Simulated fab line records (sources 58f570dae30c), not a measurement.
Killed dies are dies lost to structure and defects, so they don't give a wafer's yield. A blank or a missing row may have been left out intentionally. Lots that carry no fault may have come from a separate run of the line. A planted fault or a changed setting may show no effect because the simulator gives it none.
Which tool was responsible? | flow berkeley-cmos170 | Sampling: 12 lots, 36 wafers, 6 of 331 route steps

WHAT THE GAUGES READ, wafer by wafer
UCB170_ACTIVE_OVL_MEAS_14.
lot  | measured    | on         | ACTIVE_OVL (nm)
L764 | day 4 16:28 | overlay-01 | -6 -17 -12
L765 | day 4 16:43 | overlay-02 | 0 1 -3
L766 | day 4 23:44 | overlay-02 | -8 6 -9
L768 | day 4 23:59 | overlay-01 | -9 -13 -9
L767 | day 5 00:06 | overlay-02 | -1 -2 0
L769 | day 5 07:23 | overlay-01 | -1 -2 -4
L776 | day 6 21:01 | overlay-02 | -3 -4 0
L779 | day 7 03:36 | overlay-01 | 5 7 -1
L781 | day 7 16:19 | overlay-02 | -7 -9 0
L783 | day 8 03:55 | overlay-02 | -5 -6 -3
L784 | day 9 01:12 | overlay-02 | -11 -9 -5
L787 | day 9 02:23 | overlay-01 | -6 -3 -2

UCB170_FIELD_THK_MEAS_02.
lot  | measured    | on            | FIELD_OXIDE_THK (nm)
L764 | day 5 00:01 | film-metro-02 | 575 565 570
L765 | day 5 00:01 | film-metro-01 | 554 553 553
L766 | day 5 07:56 | film-metro-04 | 536 545 542
L768 | day 5 07:55 | film-metro-02 | 552 546 554
L767 | day 5 07:56 | film-metro-01 | 554 550 552
L769 | day 5 13:47 | film-metro-02 | 545 535 546
L776 | day 7 04:37 | film-metro-02 | 568 565 561
L779 | day 7 11:40 | film-metro-04 | 571 574 575
L781 | day 7 23:09 | film-metro-02 | 548 555 552
L783 | day 8 15:22 | film-metro-04 | 593 582 579
L784 | day 9 10:05 | film-metro-02 | 556 555 564
L787 | day 9 10:08 | film-metro-02 | 538 532 533

UCB170_NLDD_TW_MEAS_11.
lot  | measured     | on            | NLDD_TW
L764 | day 6 20:15  | film-metro-02 | 2242 2229 2239
L765 | day 6 19:16  | film-metro-03 | 2209 2211 2199
L766 | day 7 03:04  | film-metro-01 | 2206 2202 2196
L768 | day 7 02:53  | film-metro-02 | 2226 2252 2236
L767 | day 7 03:20  | film-metro-02 | 2242 2243 2247
L769 | day 7 05:47  | film-metro-02 | 2248 2253 2251
L776 | day 9 08:45  | film-metro-03 | 2391 2385 2389
L779 | day 9 09:15  | film-metro-01 | 2407 2403 2397
L781 | day 9 22:20  | film-metro-01 | 2216 2199 2220
L783 | day 10 12:41 | film-metro-02 | 2229 2230 2238
L784 | day 11 07:03 | film-metro-02 | 2243 2235 2235
L787 | day 11 06:05 | film-metro-03 | 2206 2198 2201

UCB170_SDANNEAL_RS_MEAS_05: uses a four-point probe to measure.
lot  | measured     | on            | NLDD_RS (ohm/sq)
L764 | day 7 06:27  | film-metro-03 | 614.8 615.5 615.2
L765 | day 7 06:15  | film-metro-01 | 614.5 615.3 615.2
L766 | day 7 13:17  | film-metro-03 | 614.0 615.0 615.9
L768 | day 7 13:16  | film-metro-01 | 615.8 617.3 616.0
L767 | day 7 13:34  | film-metro-02 | 615.9 615.5 614.2
L769 | day 7 15:40  | film-metro-02 | 614.5 613.1 613.2
L776 | day 9 19:02  | film-metro-02 | 496.9 496.6 496.9
L779 | day 9 19:42  | film-metro-03 | 496.9 497.2 497.0
L781 | day 10 09:02 | film-metro-02 | 616.4 614.3 615.5
L783 | day 11 02:19 | film-metro-02 | 615.0 618.7 617.2
L784 | day 11 15:34 | film-metro-01 | 615.8 616.0 615.6
L787 | day 11 15:07 | film-metro-02 | 613.2 613.7 615.2

WHAT TOOL EACH LOT RAN ON (gives the tool, then ch and the chambers of the sampled wafers, and finally the start)
lot  | UCB170_PVT_STRIP_08                  | UCB170_NLDD_IMPLANT_09
L764 | plasma-asher-01 ch 0,1, day 6 02:46  | implanter-04 ch 0, day 6 20:00
L765 | plasma-asher-02 ch 0,1, day 6 02:20  | implanter-03 ch 0, day 6 19:01
L766 | plasma-asher-01 ch 0,1, day 6 08:29  | implanter-03 ch 0, day 7 02:50
L768 | plasma-asher-03 ch 0,1, day 6 08:46  | implanter-01 ch 0, day 7 02:38
L767 | plasma-asher-02 ch 0,1, day 6 08:59  | implanter-01 ch 0, day 7 03:05
L769 | plasma-asher-01 ch 0,1, day 6 15:29  | implanter-03 ch 0, day 7 05:34
L776 | plasma-asher-02 ch 0,1, day 8 09:03  | implanter-03 ch 0, day 9 08:30
L779 | plasma-asher-01 ch 1, day 8 11:18    | implanter-03 ch 0, day 9 09:01
L781 | plasma-asher-03 ch 0,1, day 9 05:20  | implanter-01 ch 0, day 9 22:07
L783 | plasma-asher-02 ch 0,1, day 9 18:43  | implanter-04 ch 0, day 10 12:26
L784 | plasma-asher-01 ch 0,1, day 10 11:56 | implanter-04 ch 0, day 11 06:50
L787 | plasma-asher-01 ch 0,1, day 10 11:37 | implanter-04 ch 0, day 11 05:50
- UCB170_PVT_STRIP_08: strips in O2.
- UCB170_NLDD_IMPLANT_09

AS READ BY THE TOOLS THEMSELVES (means over the sampled wafers that have a number; for cases with no such wafer, the mark the record gives instead)
UCB170_PVT_STRIP_08.
lot  | tool            | drypump-motor-current-A (A) | oes-product-au (a.u.) | strip-time-to-endpoint-s (s)
L764 | plasma-asher-01 | 5.9                         | 0.735                 | 21.69
L765 | plasma-asher-02 | 5.8                         | 0.736                 | 21.60
L766 | plasma-asher-01 | 5.9                         | 0.733                 | 21.61
L768 | plasma-asher-03 | 5.0                         | 0.734                 | 21.60
L767 | plasma-asher-02 | 5.9                         | 0.735                 | 21.57
L769 | plasma-asher-01 | 6.0                         | 0.734                 | 21.65
L776 | plasma-asher-02 | 5.9                         | 0.732                 | 21.69
L779 | plasma-asher-01 | 6.0                         | 0.730                 | 21.62
L781 | plasma-asher-03 | 5.0                         | 0.737                 | 21.69
L783 | plasma-asher-02 | 5.8                         | 0.736                 | 21.66
L784 | plasma-asher-01 | 5.9                         | 0.737                 | 21.62
L787 | plasma-asher-01 | 5.9                         | 0.737                 | 21.65

UCB170_NLDD_IMPLANT_09.
lot  | tool         | dose-ions-cm2 | faraday-current-uA | tilt-deg (degrees)
L764 | implanter-04 | 5e+13         | 159                | 7.017
L765 | implanter-03 | 5e+13         | 158                | 7.023
L766 | implanter-03 | 5e+13         | 162                | 6.961
L768 | implanter-01 | 5e+13         | 159                | 6.979
L767 | implanter-01 | 5e+13         | 154                | 7.007
L769 | implanter-03 | 5e+13         | 160                | 6.993
L776 | implanter-03 | 9e+13         | 276                | 7.017
L779 | implanter-03 | 9e+13         | 275                | 6.991
L781 | implanter-01 | 5e+13         | 159                | 6.999
L783 | implanter-04 | 5e+13         | 161                | 7.007
L784 | implanter-04 | 5e+13         | 162                | 7.003
L787 | implanter-04 | 5e+13         | 157                | 6.986

THE ANSWER, worked out from the rows above alone
Rule: the usual values come from the lots themselves. Put in order of their means at a reading, lots are off if they are a third of the lots or fewer, leave a main group of 4 or more, and stand apart from it by a gap of 3 or more times the standard deviation of the main group's means; of several such gaps the widest counts. A main group is skipped when, at the precision printed for the reading in the tables above, its means are all equal. Also off: a lot with no number at a reading for which 4 or more lots have one. Where the step has rows for the other lots, those lots are counted as sound. The gauges are gone through in route order, then the tools' own readings, and for those a lot's mean is taken as printed above. At the first step where some lot is off, the reading lying furthest off is the one used; lots without a number count as furthest.
Off: L776, L779, at UCB170_NLDD_TW_MEAS_11 (NLDD_TW). Mean 2226 and standard deviation 18 in the main group.
A tool fits if, at a process step before that reading, it ran every lot that is off, and no sound lot after the first of them. Not tried: the gauges at UCB170_NLDD_TW_MEAS_11; whatever is off there is also off at UCB170_NLDD_IMPLANT_09, on other tools, and gauge error can't account for it. One candidate fits, namely implanter-03 at UCB170_NLDD_IMPLANT_09. A fault onset in the window from L769 (day 7 05:34, its last sound lot) to L776 (day 9 08:30, its first lot off) fits.
The tool's own readings at UCB170_NLDD_IMPLANT_09 bear it out: on the lots that are off they differ by more than 5 times the standard deviation of the sound lots' means. dose-ions-cm2 reads 9e+13 there against 5e+13 on the sound lots; faraday-current-uA reads 276 there against 159 on the sound lots.

WHAT HAD BEEN PUT IN BY THE SIMULATOR
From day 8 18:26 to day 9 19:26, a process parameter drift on implanter-03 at UCB170_NLDD_IMPLANT_09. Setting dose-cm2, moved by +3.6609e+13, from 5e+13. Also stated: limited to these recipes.
Struck lots among those shown: L776, L779. This agrees with what the rule above found.
